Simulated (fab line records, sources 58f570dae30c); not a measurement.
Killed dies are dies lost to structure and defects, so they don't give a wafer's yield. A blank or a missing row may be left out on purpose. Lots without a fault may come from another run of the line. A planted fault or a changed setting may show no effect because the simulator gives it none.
Which tool did it? | flow berkeley_cmos170 | 13 lots, 39 wafers sampled, at 1 step of a route of 331

WHAT THE GAUGES READ, wafer by wafer
UCB170_SDANNEAL_RS_MEAS_03: measures by four-point-probe. Usual: NSD_RS 37.29 ohm/sq, standard deviation 0.1.
lot  | measured     | on            | NSD_RS (ohm/sq)   | flag
L903 | day 7 21:49  | film_metro-04 | 37.55 37.42 37.46 |
L902 | day 7 22:24  | film_metro-04 | 37.46 37.31 37.36 |
L904 | day 8 08:46  | film_metro-01 | 37.19 37.18 37.20 |
L905 | day 8 20:41  | film_metro-04 | 37.35 37.34 37.35 |
L907 | day 8 20:54  | film_metro-01 | 37.21 37.30 37.23 |
L906 | day 8 20:55  | film_metro-03 | 37.26 37.23 37.28 |
L908 | day 9 10:49  | film_metro-03 | 37.25 37.25 37.18 |
L909 | day 9 10:59  | film_metro-04 | 37.34 37.41 37.31 |
L914 | day 10 20:54 | film_metro-03 | 37.25 37.27 37.30 |
L915 | day 10 21:03 | film_metro-01 | 37.17 37.28 37.15 |
L920 | day 12 00:53 | film_metro-04 | 37.43 37.34 37.36 |
L923 | day 12 06:21 | film_metro-04 | 37.32 37.43 37.37 |
L925 | day 12 14:16 | film_metro-03 | 37.32 37.32 37.27 |

WHICH TOOL RAN EACH LOT (tool, then ch and the chambers of the sampled wafers, then the start)
The record holds no process step before these readings.

WHAT THE TOOLS THEMSELVES READ (means of the sampled wafers that have a number; where no wafer has one, the mark that the record gives instead)
The record holds no such reading with a usual standard deviation.

THE ANSWER, worked out from the rows above alone
Rule: a lot is off if the mean of its wafers that have a number lies more than 3 standard deviations from the usual mean. A lot without any number at a reading at which 4 lots or more have one is off too. The other lots that the step has rows for count as sound. The gauges are gone through in route order, then the tools' own readings, and for those a lot's mean is taken as printed above. The first step at which some lot is off is used, and at that step the reading that is off furthest; a lot without a number counts as furthest.
No lot is off at any reading shown: from this, nothing can be told.

WHAT THE SIMULATOR HAD PUT IN
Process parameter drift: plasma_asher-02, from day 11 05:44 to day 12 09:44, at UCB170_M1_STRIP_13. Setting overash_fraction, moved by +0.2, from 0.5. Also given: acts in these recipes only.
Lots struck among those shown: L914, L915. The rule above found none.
